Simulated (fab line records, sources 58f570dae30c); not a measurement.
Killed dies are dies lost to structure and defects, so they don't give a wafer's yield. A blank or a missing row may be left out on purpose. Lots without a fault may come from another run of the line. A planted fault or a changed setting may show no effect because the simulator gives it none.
Which tool did it? | flow berkeley_cmos170 | 14 lots, 42 wafers sampled, at 6 steps of a route of 331

WHAT THE GAUGES READ, wafer by wafer
UCB170_GATE_THK_MEAS_02.
lot  | measured     | on            | GATE_OXIDE_THK (nm)
L592 | day 6 18:05  | film_metro-01 | 6.53 6.51 6.48
L595 | day 7 17:58  | film_metro-02 | 6.61 6.71 6.62
L596 | day 7 17:59  | film_metro-01 | 6.51 6.59 6.49
L597 | day 7 18:00  | film_metro-04 | 6.65 6.68 6.62
L598 | day 8 07:41  | film_metro-02 | 6.62 6.76 6.63
L599 | day 8 07:41  | film_metro-01 | 6.60 6.53 6.71
L600 | day 8 13:21  | film_metro-04 | 6.54 6.51 6.44
L603 | day 9 10:24  | film_metro-02 | 6.48 6.43 6.58
L602 | day 9 10:25  | film_metro-04 | 6.74 6.79 6.85
L605 | day 9 22:10  | film_metro-02 | 6.60 6.46 6.42
L608 | day 10 16:05 | film_metro-04 | 6.46 6.58 6.51
L612 | day 11 05:46 | film_metro-04 | 6.85 6.78 6.83
L614 | day 11 14:09 | film_metro-01 | 6.45 6.46 6.45
L615 | day 11 14:09 | film_metro-04 | 6.53 6.49 6.56

UCB170_GATE_CD_MEAS_12: target cd 350 nm.
lot  | measured     | on        | cd_nm (nm)
L592 | day 7 02:52  | cd_sem-01 | 351.8 351.0 351.4
L595 | day 8 03:51  | cd_sem-01 | 351.1 351.2 350.8
L596 | day 8 04:40  | cd_sem-01 | 348.9 349.2 349.0
L597 | day 8 04:34  | cd_sem-02 | 349.8 349.5 349.5
L598 | day 8 17:08  | cd_sem-02 | 348.0 348.4 347.6
L599 | day 8 17:25  | cd_sem-02 | 349.5 350.3 349.5
L600 | day 9 02:32  | cd_sem-01 | 353.3 352.6 352.1
L603 | day 10 00:10 | cd_sem-01 | 349.8 348.8 350.0
L602 | day 9 23:56  | cd_sem-01 | 347.6 348.1 347.5
L605 | day 10 05:13 | cd_sem-01 | 349.2 349.0 350.5
L608 | day 11 01:50 | cd_sem-02 | 351.2 351.0 350.7
L612 | day 11 13:32 | cd_sem-01 | 299.3 300.1 300.4
L614 | day 11 22:19 | cd_sem-01 | 302.0 303.7 302.2
L615 | day 11 22:19 | cd_sem-02 | 350.3 348.4 349.7

UCB170_PLDD_CD_MEAS_06: target cd 1200 nm.
lot  | measured     | on        | cd_nm (nm)
L592 | day 7 05:20  | cd_sem-02 | 1198.7 1198.5 1198.8
L595 | day 8 06:11  | cd_sem-01 | 1198.2 1197.4 1198.0
L596 | day 8 06:52  | cd_sem-01 | 1199.3 1198.8 1199.6
L597 | day 8 06:28  | cd_sem-02 | 1197.9 1198.8 1198.6
L598 | day 8 20:26  | cd_sem-01 | 1199.5 1200.6 1198.9
L599 | day 8 20:40  | cd_sem-02 | 1200.3 1199.9 1199.9
L600 | day 9 04:41  | cd_sem-01 | 1198.9 1198.9 1199.3
L603 | day 10 01:53 | cd_sem-02 | 1200.1 1198.4 1199.3
L602 | day 10 01:37 | cd_sem-01 | 1200.7 1200.3 1200.4
L605 | day 10 07:07 | cd_sem-02 | 1199.4 1200.1 1200.2
L608 | day 11 07:29 | cd_sem-01 | 1199.6 1199.3 1201.3
L612 | day 11 15:26 | cd_sem-02 | 1199.3 1201.0 1200.6
L614 | day 12 00:32 | cd_sem-01 | 1200.6 1202.5 1202.0
L615 | day 12 00:20 | cd_sem-02 | 1200.6 1200.9 1200.4

WHICH TOOL RAN EACH LOT (tool, then ch and the chambers of the sampled wafers, then the start)
lot  | UCB170_GATE_COAT_07               | UCB170_GATE_ETCH_14                | UCB170_GATE_STRIP_16
L592 | litho_track-04 ch 0, day 7 01:00  | rie_diel-03 ch 1,2, day 7 03:01    | plasma_asher-02 ch 0,1, day 7 03:06
L595 | litho_track-04 ch 0, day 8 03:00  | rie_diel-04 ch 0,1,3, day 8 04:00  | plasma_asher-02 ch 0,1, day 8 04:05
L596 | litho_track-03 ch 0, day 8 03:00  | rie_diel-04 ch 0,1, day 8 04:48    | plasma_asher-01 ch 0,1, day 8 04:53
L597 | litho_track-02 ch 0, day 8 03:00  | rie_diel-01 ch 0,2,3, day 8 04:44  | plasma_asher-02 ch 0,1, day 8 04:49
L598 | litho_track-03 ch 0, day 8 16:00  | rie_diel-03 ch 0,2,3, day 8 17:18  | plasma_asher-01 ch 0,1, day 8 17:23
L599 | litho_track-04 ch 0, day 8 16:00  | rie_diel-04 ch 0,1,3, day 8 17:35  | plasma_asher-03 ch 0,1, day 8 17:40
L600 | litho_track-03 ch 0, day 9 01:00  | rie_diel-03 ch 0,1,2, day 9 02:41  | plasma_asher-02 ch 0,1, day 9 02:46
L603 | litho_track-04 ch 0, day 9 23:00  | rie_diel-04 ch 0,2,3, day 10 00:19 | plasma_asher-01 ch 0,1, day 10 00:24
L602 | litho_track-03 ch 0, day 9 23:00  | rie_diel-01 ch 1,2,3, day 10 00:04 | plasma_asher-03 ch 0,1, day 10 00:10
L605 | litho_track-03 ch 0, day 10 04:00 | rie_diel-03 ch 0,3, day 10 05:21   | plasma_asher-03 ch 0,1, day 10 05:28
L608 | litho_track-03 ch 0, day 11 01:00 | rie_diel-04 ch 0,1,3, day 11 01:59 | plasma_asher-02 ch 1, day 11 02:05
L612 | litho_track-04 ch 0, day 11 12:00 | rie_diel-04 ch 0,2,3, day 11 13:41 | plasma_asher-02 ch 0,1, day 11 13:47
L614 | litho_track-04 ch 0, day 11 21:00 | rie_diel-04 ch 0,1,2, day 11 22:29 | plasma_asher-02 ch 0,1, day 11 22:37
L615 | litho_track-02 ch 0, day 11 21:00 | rie_diel-03 ch 1,2,3, day 11 22:28 | plasma_asher-03 ch 0,1, day 11 22:35
- UCB170_GATE_COAT_07: resist thk 900 nm.
- UCB170_GATE_ETCH_14: etches BARC in N2/H2.
- UCB170_GATE_STRIP_16: strips in O2.

WHAT THE TOOLS THEMSELVES READ (means of the sampled wafers that have a number; where no wafer has one, the mark that the record gives instead)
UCB170_GATE_ETCH_14.
lot  | tool        | chamber_pressure_mTorr (mTorr) | drypump_motor_current_A (A) | h2_flow_sccm (sccm) | oes_product_au (a.u.) | throttle_valve_pct (%)
L592 | rie_diel-03 | 29.974                         | 5.3                         | 200.4               | 0.992                 | 12.97
L595 | rie_diel-04 | 29.994                         | 5.4                         | 200.6               | 0.999                 | 13.37
L596 | rie_diel-04 | 30.002                         | 5.3                         | 199.7               | 0.996                 | 13.42
L597 | rie_diel-01 | 29.985                         | 5.1                         | 199.9               | 1.010                 | 13.42
L598 | rie_diel-03 | 30.002                         | 5.5                         | 200.2               | 0.999                 | 13.15
L599 | rie_diel-04 | 30.002                         | 5.4                         | 200.6               | 1.003                 | 13.35
L600 | rie_diel-03 | 30.000                         | 5.4                         | 199.8               | 0.986                 | 13.14
L603 | rie_diel-04 | 29.997                         | 5.2                         | 199.6               | 0.982                 | 13.40
L602 | rie_diel-01 | 30.005                         | 5.2                         | 199.6               | 1.014                 | 13.51
L605 | rie_diel-03 | 30.013                         | 5.6                         | 199.9               | 1.008                 | 13.32
L608 | rie_diel-04 | 29.979                         | 5.4                         | 199.9               | 0.998                 | 13.36
L612 | rie_diel-04 | 30.018                         | 5.2                         | 199.9               | 0.990                 | 13.40
L614 | rie_diel-04 | 30.020                         | 5.2                         | 200.4               | 0.991                 | 13.43
L615 | rie_diel-03 | 29.991                         | 5.7                         | 200.0               | 0.989                 | 13.08

UCB170_GATE_STRIP_16.
lot  | tool            | chamber_pressure_mTorr (mTorr) | drypump_motor_current_A (A) | o2_flow_sccm (sccm) | oes_product_au (a.u.)
L592 | plasma_asher-02 | 3499                           | 5.4                         | 400.1               | 0.718
L595 | plasma_asher-02 | 3498                           | 5.5                         | 400.3               | 0.725
L596 | plasma_asher-01 | 3501                           | 5.3                         | 401.0               | 0.722
L597 | plasma_asher-02 | 3500                           | 5.5                         | 399.0               | 0.724
L598 | plasma_asher-01 | 3503                           | 5.5                         | 400.1               | 0.726
L599 | plasma_asher-03 | 3503                           | 5.9                         | 399.9               | 0.721
L600 | plasma_asher-02 | 3497                           | 5.5                         | 400.1               | 0.720
L603 | plasma_asher-01 | 3501                           | 5.5                         | 399.9               | 0.729
L602 | plasma_asher-03 | 3498                           | 5.9                         | 400.3               | 0.723
L605 | plasma_asher-03 | 3502                           | 5.9                         | 399.8               | 0.721
L608 | plasma_asher-02 | 3498                           | 5.4                         | 399.9               | 0.727
L612 | plasma_asher-02 | 3501                           | 5.5                         | 400.6               | 0.470
L614 | plasma_asher-02 | 3500                           | 5.4                         | 400.1               | 0.477
L615 | plasma_asher-03 | 3498                           | 5.6                         | 400.2               | 0.721

THE ANSWER, worked out from the rows above alone
Rule: what is usual is taken from the lots themselves. Put in order of their means at a reading, lots are off if they are a third of the lots or fewer, leave a main group of 4 or more, and stand apart from it by a gap of 3 or more times the standard deviation of the main group's means; of several such gaps the widest counts. A main group whose means are all the same, to the digits that the tables above print for the reading, isn't used. A lot without any number at a reading at which 4 lots or more have one is off too. The other lots that the step has rows for count as sound. The gauges are gone through in route order, then the tools' own readings, and for those a lot's mean is taken as printed above. The first step at which some lot is off is used, and at that step the reading that is off furthest; a lot without a number counts as furthest.
Off: L612, L614, at UCB170_GATE_CD_MEAS_12 (cd_nm). The main group: mean 349.9 nm, standard deviation 1.4.
A tool fits if, at a process step before that reading, it ran every lot that is off, and no sound lot after the first of them. The gauges at UCB170_GATE_CD_MEAS_12 aren't tried: what is off there is off at UCB170_GATE_STRIP_16 too, on other tools, and a gauge's error can't cause that. One fits: litho_track-04 at UCB170_GATE_COAT_07. Its last sound lot is L603 (day 9 23:00), its first lot that is off L612 (day 11 12:00): a fault that began between those two fits.

WHAT THE SIMULATOR HAD PUT IN
Process parameter drift: litho_track-04, from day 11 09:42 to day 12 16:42, at UCB170_GATE_COAT_07. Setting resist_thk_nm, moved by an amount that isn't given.
Lots struck among those shown: L612, L614. The rule above found the same.
